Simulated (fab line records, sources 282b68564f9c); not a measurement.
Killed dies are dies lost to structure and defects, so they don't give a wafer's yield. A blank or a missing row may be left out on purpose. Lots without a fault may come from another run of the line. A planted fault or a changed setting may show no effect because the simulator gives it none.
A struck lot beside a sound one | flow rit_cmos | 17 steps out of a route of 202
Sound: wafers L284.2, L284.3, L284.6. Struck: wafer L290.5. (L290.4, L290.6 of the same lot were not struck and are left out.) The cause comes at the end.
At each step with rows: each side's tool, then ch and its chambers, then its first start. Under that, the readings that differ: sound wafers | struck wafers | difference of the means | sigmas: that difference in standard deviations of wafers without a fault.
alike: readings whose means differ by less than 2 such deviations, and words and numbers that are the same on both sides. not compared: withheld readings, readings that some wafer has no value for, bounds like >300 that may hide the same value, and numbers for which the record gives no deviation and whose values overlap.
The two part at a step that has a row with sigmas, a row that says differs or no value, or rows on one side only. Numbers that don't overlap but have no deviation are shown without sigmas and don't part them. A reading that every wafer of one side lacks parts them only if that side has two wafers or more.

first, 1 step without rows for these wafers: RIT_PSD_IMPLANT_08.
RIT_PSD_STRIP_09: strips in O2, time 180 s.
  sound on plasma_asher-02 ch 0,1, day 5 17:22; struck on plasma_asher-02 ch 0, day 7 00:40
  alike: drypump_motor_current_A
  not compared: rf_hours_counter_h
RIT_PSD_TW_MEAS_10:
  sound on film_metro-02, day 5 17:33; struck on film_metro-04, day 7 00:49
  reading | sound          | struck | difference | sigmas
  PSD_TW  | 3385 3366 3393 | 3488   | +107       | +3
then, 3 steps without rows for these wafers: RIT_SDANNEAL_CLEAN_00 (cleans in SC1, time 600 s); RIT_SDANNEAL_CLEAN_01 (cleans in dHF, time 30 s); RIT_SDANNEAL_CLEAN_02 (cleans in SC2, time 600 s).
RIT_SDANNEAL_RTA_03: time 5 s.
  sound on rtp_anneal-01 ch 0, day 5 17:59; struck on rtp_anneal-01 ch 0, day 7 01:15
  reading          | sound                | struck | difference | sigmas
  wafer_temp_C_max | 1055.2 1052.2 1052.7 | 1055.9 | +2.5       | +2
RIT_SDANNEAL_RS_MEAS_04: measures by four-point-probe.
  sound on film_metro-04, day 5 18:03; struck on film_metro-04, day 7 01:20
  alike: PSD_RS
RIT_SDANNEAL_RS_MEAS_05: measures by four-point-probe.
  sound on film_metro-04, day 5 18:10; struck on film_metro-04, day 7 01:28
  alike: NSD_RS
RIT_SDANNEAL_RS_MEAS_06: measures by four-point-probe.
  sound on film_metro-04, day 5 18:17; struck on film_metro-04, day 7 01:35
  alike: PLDD_RS
RIT_SDANNEAL_RS_MEAS_07: measures by four-point-probe.
  sound on film_metro-04, day 5 18:25; struck on film_metro-04, day 7 01:42
  alike: NLDD_RS
then, 1 step without rows for these wafers: RIT_SILICIDE_WET_ETCH_00 (etches SiO2 in BOE, target depth 14 nm, time 15 s).
RIT_SILICIDE_SPUTTER_01: material Ti, target thk 30 nm, time 240 s.
  sound on pvd_sputter-02, day 5 18:31; struck on pvd_sputter-03, day 7 01:46
  reading                                     | sound             | struck | difference | sigmas
  model.Ti_of_SILICIDE_SPUTTER_01.thk_nm (nm) | 29.98 30.24 29.93 | 26.53  | -3.52      |
  alike: throttle_valve_pct
RIT_SILICIDE_RS_MEAS_02: measures by four-point-probe.
  sound on film_metro-03, day 5 18:41; struck on film_metro-03, day 7 01:59
  reading                 | sound          | struck | difference | sigmas
  SILICIDE_TI_RS (ohm/sq) | 51.8 51.4 52.0 | 60.7   | +9.0       | +10
RIT_SILICIDE_THK_MEAS_03: measures by xrf.
  sound on film_metro-03, day 5 18:48; struck on film_metro-03, day 7 02:04
  reading              | sound          | struck | difference | sigmas
  SILICIDE_TI_THK (nm) | 30.0 30.3 30.1 | 26.7   | -3.4       | -9
RIT_SILICIDE_RTA_04: time 10 s, ramp up 5 s, ramp down 5 s.
  sound on rtp_anneal-02 ch 0, day 5 18:52; struck on rtp_anneal-02 ch 0, day 7 02:10
  alike: wafer_temp_C_max
RIT_M1_PROBE_99:
  sound on prober-01, day 6 01:25; struck on prober-01, day 7 09:12
  reading                              | sound             | struck | difference | sigmas
  model.etest.npoly_line.line_ohm_um   | 171.8 172 169.4   | 173.9  | +2.8       |
  model.etest.ppoly_line.line_ohm_um   | 165.5 164.5 160.2 | 169.6  | +6.2       |
  model.etest.contact_nplus.end_ohm_um | 40.29 41.22 40.61 | 38.57  | -2.14      |
  model.etest.contact_pplus.end_ohm_um | 44.38 44.84 44.23 | 41.2   | -3.3       |
  model.etest.npoly_line.rs_ohm_sq     | 16.89 17.02 17.02 | 18.67  | +1.69      |
  model.etest.ppoly_line.rs_ohm_sq     | 16.47 16.51 16.56 | 18.14  | +1.63      |
  model.etest.npoly_sal.rs_ohm_sq      | 4.329 4.329 4.405 | 4.851  | +0.497     |
  model.etest.ppoly_sal.rs_ohm_sq      | 4.317 4.274 4.313 | 4.83   | +0.53      |
  alike: killed_at_front_end, killed_dies, killed_open, killed_short

WHERE THEY PART
First at RIT_PSD_TW_MEAS_10; last, within this record, at RIT_SILICIDE_THK_MEAS_03. Later steps at which nothing parts them and some readings are alike: RIT_SILICIDE_RTA_04, RIT_M1_PROBE_99.

WHY: what the simulator had put in
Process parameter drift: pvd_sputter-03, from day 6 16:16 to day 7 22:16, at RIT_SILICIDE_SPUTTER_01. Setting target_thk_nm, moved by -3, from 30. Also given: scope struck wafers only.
